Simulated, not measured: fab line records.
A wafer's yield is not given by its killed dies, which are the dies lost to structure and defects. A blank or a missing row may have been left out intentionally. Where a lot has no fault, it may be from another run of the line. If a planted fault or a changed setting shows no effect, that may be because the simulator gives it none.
A sampling plan put to the test | flow berkeleyCmos170 | 17 faults told of in these records, all on one fab line, each judged by the records of the lots it struck
What counts as the plan is the set of the line's own looks, namely the steps on the route at which a gauge or an inspection reads a wafer and does not change it. A look can be judged if struck wafers have a number there and the file gives its usual mean and standard deviation on fault-free wafers. Caught: the struck wafers' mean, at a look after the fault's first step, is 4 or more of those standard deviations (sigma) away from the usual mean. On the tool: the test repeated on the tool's own readings taken at the fault's steps. A different recipe on the struck wafers counts as caught too, as does a record blank only for those wafers.

THE FAULTS, as the simulator had put them in
1. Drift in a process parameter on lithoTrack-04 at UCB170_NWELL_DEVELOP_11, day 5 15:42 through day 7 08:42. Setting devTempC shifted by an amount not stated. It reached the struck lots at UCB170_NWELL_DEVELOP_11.
2. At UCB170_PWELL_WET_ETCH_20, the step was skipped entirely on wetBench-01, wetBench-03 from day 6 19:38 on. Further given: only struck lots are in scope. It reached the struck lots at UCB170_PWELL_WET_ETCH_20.
3. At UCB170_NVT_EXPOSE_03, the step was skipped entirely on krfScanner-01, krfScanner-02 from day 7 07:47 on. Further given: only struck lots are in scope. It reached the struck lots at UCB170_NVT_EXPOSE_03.
4. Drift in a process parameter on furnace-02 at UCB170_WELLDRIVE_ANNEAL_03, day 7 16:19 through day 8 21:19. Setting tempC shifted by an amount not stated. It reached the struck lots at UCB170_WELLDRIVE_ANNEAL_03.
5. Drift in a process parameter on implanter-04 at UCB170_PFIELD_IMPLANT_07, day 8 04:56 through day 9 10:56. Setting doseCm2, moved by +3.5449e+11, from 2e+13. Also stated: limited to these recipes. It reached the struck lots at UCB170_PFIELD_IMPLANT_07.
6. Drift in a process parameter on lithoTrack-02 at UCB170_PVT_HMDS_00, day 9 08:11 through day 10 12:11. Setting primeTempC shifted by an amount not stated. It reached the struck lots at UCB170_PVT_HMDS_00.
7. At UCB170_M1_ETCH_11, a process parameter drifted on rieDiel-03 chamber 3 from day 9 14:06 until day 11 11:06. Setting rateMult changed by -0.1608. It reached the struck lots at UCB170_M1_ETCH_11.
8. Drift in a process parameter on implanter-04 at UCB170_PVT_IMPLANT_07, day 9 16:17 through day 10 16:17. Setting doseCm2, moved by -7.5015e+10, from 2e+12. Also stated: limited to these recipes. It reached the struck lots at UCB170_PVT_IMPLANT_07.
9. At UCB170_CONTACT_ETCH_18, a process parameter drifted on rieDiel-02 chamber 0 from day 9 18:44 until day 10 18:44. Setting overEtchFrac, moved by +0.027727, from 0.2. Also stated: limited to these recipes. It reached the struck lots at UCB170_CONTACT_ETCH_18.
10. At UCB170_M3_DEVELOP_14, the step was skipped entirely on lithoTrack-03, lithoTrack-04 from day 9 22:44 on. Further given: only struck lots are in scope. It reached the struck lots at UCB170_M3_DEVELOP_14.
11. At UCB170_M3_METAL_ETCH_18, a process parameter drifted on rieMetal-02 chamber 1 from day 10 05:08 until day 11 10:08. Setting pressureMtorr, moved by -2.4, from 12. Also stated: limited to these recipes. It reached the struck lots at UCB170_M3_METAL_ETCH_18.
12. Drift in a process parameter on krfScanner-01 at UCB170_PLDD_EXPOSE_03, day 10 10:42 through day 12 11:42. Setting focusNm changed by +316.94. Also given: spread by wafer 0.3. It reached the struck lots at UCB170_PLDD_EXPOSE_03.
13. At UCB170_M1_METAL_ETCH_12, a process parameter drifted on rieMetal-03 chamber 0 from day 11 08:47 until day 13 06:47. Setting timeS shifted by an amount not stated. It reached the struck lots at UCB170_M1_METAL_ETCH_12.
14. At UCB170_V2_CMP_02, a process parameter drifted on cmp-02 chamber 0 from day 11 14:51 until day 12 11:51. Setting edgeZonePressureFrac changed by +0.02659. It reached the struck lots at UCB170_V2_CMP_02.
15. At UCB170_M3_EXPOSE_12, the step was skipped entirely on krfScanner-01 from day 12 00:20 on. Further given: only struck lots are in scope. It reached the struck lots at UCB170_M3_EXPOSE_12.
16. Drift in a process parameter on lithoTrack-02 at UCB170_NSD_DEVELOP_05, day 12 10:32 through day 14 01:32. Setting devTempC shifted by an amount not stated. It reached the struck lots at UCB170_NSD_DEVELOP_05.
17. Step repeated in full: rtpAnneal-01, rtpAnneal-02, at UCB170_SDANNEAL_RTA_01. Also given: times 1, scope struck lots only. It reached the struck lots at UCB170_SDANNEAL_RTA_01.

WHAT THE PLAN SAW
fault | on the tool itself                               | first look that catches it                      | reading, sigma | median hours from its first step to that look | hours from the fault's start to the first struck lot there | judged looks passed uncaught
1     | developerTempC +7.5 sigma                        | not the one look that can be judged after it    | -              | -                                             | -                                                          | 1
2     | the tool's record is blank for the struck wafers | none of the 2 looks that can be judged after it | -              | -                                             | -                                                          | 2
3     | no reading that can be judged                    | no look after it can be judged                  | -              | -                                             | -                                                          | 0
4     | tubeCenterTempC -99 or beyond sigma              | no look after it can be judged                  | -              | -                                             | -                                                          | 0
5     | doseIonsCm2 +16 sigma                            | none of the 2 looks that can be judged after it | -              | -                                             | -                                                          | 2
6     | primeTempC +21 sigma                             | not the one look that can be judged after it    | -              | -                                             | -                                                          | 1
7     | oesProductAu -9.6 sigma                          | no look after it can be judged                  | -              | -                                             | -                                                          | 0
8     | doseIonsCm2 -32 sigma                            | none of the 3 looks that can be judged after it | -              | -                                             | -                                                          | 3
9     | under 2 sigma                                    | none of the 2 looks that can be judged after it | -              | -                                             | -                                                          | 2
10    | the tool's record is blank for the struck wafers | not the one look that can be judged after it    | -              | -                                             | -                                                          | 1
11    | chamberPressureMTorr -99 or beyond sigma         | no look after it can be judged                  | -              | -                                             | -                                                          | 0
12    | exposureDoseMJCm2 -10.0 sigma                    | no look after it can be judged                  | -              | -                                             | -                                                          | 0
13    | runLengthS -18 sigma                             | no look after it can be judged                  | -              | -                                             | -                                                          | 0
14    | edgeZonePressureFrac +6.4 sigma                  | not the one look that can be judged after it    | -              | -                                             | -                                                          | 1
15    | no reading that can be judged                    | no look after it can be judged                  | -              | -                                             | -                                                          | 0
16    | developerTempC +19 sigma                         | not the one look that can be judged after it    | -              | -                                             | -                                                          | 1
17    | under 2 sigma                                    | no look after it can be judged                  | -              | -                                             | -                                                          | 0
A dash: the fault is not caught, or the number is missing from these records.

Caught at a look: 0 of 17. Caught on the tool: 13 of 17. By one or the other: 13 of 17.
Faults caught by the tool alone: 1, 2, 4, 5, 6, 7, 8, 10, 11, 12, 13, 14, 16.
Caught by neither: faults 3, 9, 15, 17.
